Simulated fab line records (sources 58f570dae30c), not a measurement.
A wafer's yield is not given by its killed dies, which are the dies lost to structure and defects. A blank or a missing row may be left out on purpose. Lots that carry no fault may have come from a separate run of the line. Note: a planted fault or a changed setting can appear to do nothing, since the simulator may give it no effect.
Struck lot and sound lot, side by side || flow berkeley cmos170 || 16 steps out of a route of 331
Sound: wafers L849.2, L849.4, L849.6. Struck: wafers L856.1, L856.2, L856.6. Last of all comes the cause.
At each step with rows: each side's tool, then ch and its chambers, then its first start. Under that, the readings that differ: sound wafers || struck wafers || difference of the means || sigmas: that difference in standard deviations of wafers without a fault.
alike: readings whose means differ by less than 2 such deviations, and words and numbers that are the same on both sides. not compared: withheld readings, readings that some wafer has no value for, bounds like >300 that may hide the same value, and numbers for which the record gives no deviation and whose values overlap.
The two part at a step that has a row with sigmas, a row that says differs or no value, or rows on one side only. Numbers that don't overlap but have no deviation are shown without sigmas and don't part them. Lack of a reading on every wafer of one side parts them only where that side has two or more wafers.

first, 6 steps without rows for these wafers: UCB170_M2_COAT_09; UCB170_M2_COAT_10 (resist thk 900 nm); UCB170_M2_SOFTBAKE_11 (time 60 s); UCB170_M2_EXPOSE_12 (exposes mask METAL2, target cd 700 nm); UCB170_M2_PEB_13; UCB170_M2_DEVELOP_14 (develop time 45 s).
UCB170_M2_CD_MEAS_15: target cd 700 nm.
  sound on cd sem-02, day 8 14:16; struck on cd sem-01, day 11 06:25
  alike: cd nm
UCB170_M2_OVL_MEAS_16:
  sound on overlay-02, day 8 14:22; struck on overlay-01, day 11 06:32
  alike: M2_OVL
UCB170_M2_ETCH_17: etches BARC in N2/H2.
  sound on rie diel-01 ch 1,3, day 8 14:24; struck on rie diel-04 ch 1,3, day 11 06:35
{"reading": "throttle valve pct (%)", "sound": "13.64 13.66 13.66", "struck": "13.22 13.24 13.24", "difference": -0.42, "sigmas": -2}
  alike: drypump motor current A, oes product au
UCB170_M2_METAL_ETCH_18: etches Al in Cl2/BCl3, stops on SiO2, target depth 1170 nm, time 195 s.
  sound on rie metal-03 ch 0,1, day 8 14:26; struck on rie metal-04 ch 0,1, day 11 06:37
  alike: drypump motor current A, oes product au, throttle valve pct
  not compared: rf hours counter h
UCB170_M2_STRIP_19: strips in O2.
  sound on plasma asher-01 ch 0,1, day 8 14:37; struck on plasma asher-02 ch 0,1, day 11 06:49
  alike: drypump motor current A, oes product au
  not compared: rf hours counter h
UCB170_M2_CD_MEAS_90: target cd 700 nm.
  sound on cd sem-02, day 8 14:44; struck on cd sem-02, day 11 06:55
{"reading": "cd nm (nm)", "sound": "688 694 696", "struck": "697 706 706", "difference": "+10", "sigmas": "+2"}
UCB170_V2_CVD_00: deposits SiO2 from TEOS/O2, target thk 2000 nm, time 250 s.
  sound on pecvd-03 ch 0,1, day 8 14:50; struck on pecvd-01 ch 0,1, day 11 07:02
{"reading": "model.SiO2_of_V2_CVD_00.thk nm (nm)", "sound": "2044 2045 2081", "struck": "3340 3335 3401", "difference": "+1302", "sigmas": ""}
  alike: heater power w
  not compared: since wet clean h
UCB170_V2_THK_MEAS_01:
  sound on film metro-04, day 8 15:01; struck on film metro-03, day 11 07:28
{"reading": "V2_TEOS_THK (nm)", "sound": "2045 2045 2080", "struck": "3341 3335 3403", "difference": "+1303", "sigmas": "+39"}
  not compared: hold
UCB170_V2_CMP_02: polishes SiO2.
  sound on cmp-01 ch 0,1, day 8 15:07; struck on cmp-01 ch 0,1,3, day 11 11:05
{"reading": "hold", "sound": "- - -", "struck": "await dispo/3.5h/release await dispo/3.5h/release await dispo/3.5h/release", "difference": "no value on the sound wafers", "sigmas": ""}
  alike: motor current A, slurry filter dp kPa
UCB170_M3_PROBE_99:
  rows exist in the record for the struck wafers here (prober-01, day 11 17:08), but not for the sound ones

## WHERE THEY PART
At UCB170_M2_ETCH_17 first; at UCB170_M3_PROBE_99 last (within this record only).

WHY: what the simulator had put in
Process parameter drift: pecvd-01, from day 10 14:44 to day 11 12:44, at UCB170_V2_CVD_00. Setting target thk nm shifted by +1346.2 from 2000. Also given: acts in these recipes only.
